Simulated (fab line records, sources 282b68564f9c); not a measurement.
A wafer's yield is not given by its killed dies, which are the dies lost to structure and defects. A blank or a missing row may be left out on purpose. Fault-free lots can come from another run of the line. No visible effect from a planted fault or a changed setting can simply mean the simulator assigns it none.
Comparing a struck lot with a sound one    flow ritCmos    14 steps out of a route of 202
Sound: these wafers, L897.1, L897.2, L897.4. The struck wafers were L904.1, L904.5, L904.6. The cause is given at the end.
Order at every step that has rows: each side's tool, ch and its chambers, its first start. Under that, the readings that differ: sound wafers    struck wafers    difference of the means    sigmas: that difference in standard deviations of wafers without a fault.
alike: same words and numbers on both sides, and readings whose means sit less than 2 such deviations apart. not compared: any withheld reading, any reading some wafer has no value for, any bound like >300 that may hide the same value, and any number with overlapping values for which the record gives no deviation.
A row with sigmas, a row that says differs or no value, or rows on one side alone: a step with any of these is where the two part. When numbers do not overlap yet have no deviation, they are printed without sigmas and do not part them. Lack of a reading on every wafer of one side parts them only where that side has two or more wafers.

first, 1 step without rows for these wafers: RIT_NWELL_IMPLANT_08.
RIT_NWELL_STRIP_09: strips in O2, time 180 s.
  sound on plasmaAsher-04 ch 0,1, day 3 04:11; struck on plasmaAsher-03 ch 0,1, day 4 15:46
reading                   sound        struck       difference  sigmas
drypumpMotorCurrentA (A)  4.9 5.4 4.9  6.7 6.7 6.4  +1.5        +2
  alike: chamberPressureMTorr
  not compared: rfHoursCounterH
RIT_NWELL_TW_MEAS_10:
  struck on filmMetro-04, day 4 15:57; sound on filmMetro-04, day 3 04:21
  alike: NWELL_TW
then, 6 steps without rows for these wafers: RIT_PWELL_HMDS_00 (prime time 60 s); RIT_PWELL_COAT_01 (resist thk 1300 nm); RIT_PWELL_SOFTBAKE_02 (time 60 s); RIT_PWELL_EXPOSE_03 (exposes mask M3, target cd 43700 nm); RIT_PWELL_PEB_04; RIT_PWELL_DEVELOP_05 (develop time 68 s).
RIT_PWELL_OVL_MEAS_06:
  struck on overlay-01, day 4 16:53; sound on overlay-01, day 3 05:25
  alike: PWELL_OVL
then, 2 steps without rows for these wafers: RIT_PWELL_HARDBAKE_07 (time 120 s); RIT_PWELL_IMPLANT_08.
RIT_PWELL_STRIP_09: strips in O2, time 180 s.
  sound on plasmaAsher-02 ch 0,1, day 3 05:52; struck on plasmaAsher-04 ch 0,1, day 4 17:22
  no value came back on the struck wafers for chamberPressureMTorr (mTorr), drypumpMotorCurrentA (A); on the sound wafers chamberPressureMTorr (mTorr) reads 4003 4001 3998
reading                                    sound  struck          difference  sigmas
model.NOVOLAK_of_PWELL_COAT_01.thkNm (nm)  0 0 0  1129 1132 1133  +1131       
  not compared: rfHoursCounterH
RIT_PWELL_TW_MEAS_10:
  struck on filmMetro-04, day 4 17:33; sound on filmMetro-04, day 3 06:02
  alike: PWELL_TW

== WHERE THEY PART ==
First at RIT_NWELL_STRIP_09; last, within this record, at RIT_PWELL_STRIP_09. Later steps at which nothing parts them and some readings are alike: RIT_PWELL_TW_MEAS_10.

WHY: what had been put in by the simulator
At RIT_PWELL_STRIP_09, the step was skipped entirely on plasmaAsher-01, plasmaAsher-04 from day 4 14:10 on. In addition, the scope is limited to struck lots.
